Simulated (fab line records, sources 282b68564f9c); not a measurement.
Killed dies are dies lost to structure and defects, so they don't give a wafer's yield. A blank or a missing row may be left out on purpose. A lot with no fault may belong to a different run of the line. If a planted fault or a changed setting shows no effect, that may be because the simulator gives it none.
The same fault as seen by 2 desks    flow rit cmos    each desk holds nothing but its own numbers, with what lay behind them at the end

== METROLOGY DESK ==
What the gauges read, lot by lot, whatever tool the lot ran on: means of the sampled wafers that have a number. Marked OUT: a lot whose mean sits more than 4 standard deviations from the usual mean, which makes it out of limits; the brackets give that distance.
Columns: A = GATE_OVL at RIT_GATE_OVL_MEAS_17, usual 0.4 nm; B = NLDD_TW at RIT_NLDD_TW_MEAS_10, usual 2479; C = SILICIDE_TI_THK at RIT_SILICIDE_THK_MEAS_03, usual 29.6 nm
lot   first seen here  A     B     C
L832  day 2 19:19      0.1   2479  29.3
L833  day 3 00:20      0.7   2469  29.1
L834  day 3 02:00      0.2   2475  29.9
L835  day 3 08:13      1.1   2468  29.7
L836  day 3 15:07      0.7   2477  29.6
L839  day 4 08:22      3.5   2459  29.8
L841  day 4 15:15      -0.1  2490  29.2
L842  day 4 21:41      0.4   2480  29.7
L843  day 5 00:37      -0.8  2477  29.4
L844  day 5 06:34      -0.5  2471  30.1
L845  day 5 08:26      -0.7  2478  29.3
L846  day 5 15:40      1.3   2473  29.4
L847  day 5 21:20      1.8   2486  29.0
L854  day 7 03:54      0.7   2477  29.7
Finding of this desk: none of the 14 lots has anything out of limits.

== TOOL OWNER'S DESK, litho track-03 ==
The tool's own readings at RIT_NSD_COAT_01 (resist thk 1000 nm): means of the sampled wafers that have a number, for each lot that ran on this tool. Marked OUT: a lot whose mean sits more than 4 standard deviations from the usual mean, which makes it out of limits; the brackets give that distance.
Columns: A = chill plate temp C at RIT_NSD_COAT_01, usual 23.00 C; B = exhaust pa at RIT_NSD_COAT_01, usual 45.0 Pa; C = spin speed rpm at RIT_NSD_COAT_01, usual 3250.2 rpm
lot   first seen here  A      B     C
L833  day 3 10:29      22.99  44.3  3251.7
L836  day 4 00:44      23.12  46.5  3250.3
L842  day 5 08:04      23.04  45.1  3252.6
L843  day 5 11:02      22.93  44.0  3251.7
L846  day 6 02:22      22.99  44.4  3013.1 (-99 or more) OUT
L847  day 6 07:14      23.01  44.7  3009.8 (-99 or more) OUT
This desk's finding: out of limits on L846, L847; first on L846, day 6 02:22 (spin speed rpm at RIT_NSD_COAT_01). L833, L836, L842, L843: within limits.

== PUT TOGETHER ==
The tool owner's desk could have raised an alarm at day 6 02:22, on L846, L847.
Nothing out of limits was seen by the metrology desk.
The metrology desk holds a record of L846, L847, inside its limits.
RIT_NSD_COAT_01 was run on litho track-03 by each of the lots named.

== WHAT THE SIMULATOR PUT IN ==
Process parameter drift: litho track-03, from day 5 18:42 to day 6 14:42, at RIT_NSD_COAT_01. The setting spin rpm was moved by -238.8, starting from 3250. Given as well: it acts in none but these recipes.
Struck lots among those shown: L846, L847.
How many hours passed from the start of the fault until each desk's first out-of-limits reading: the tool owner's desk, 8.
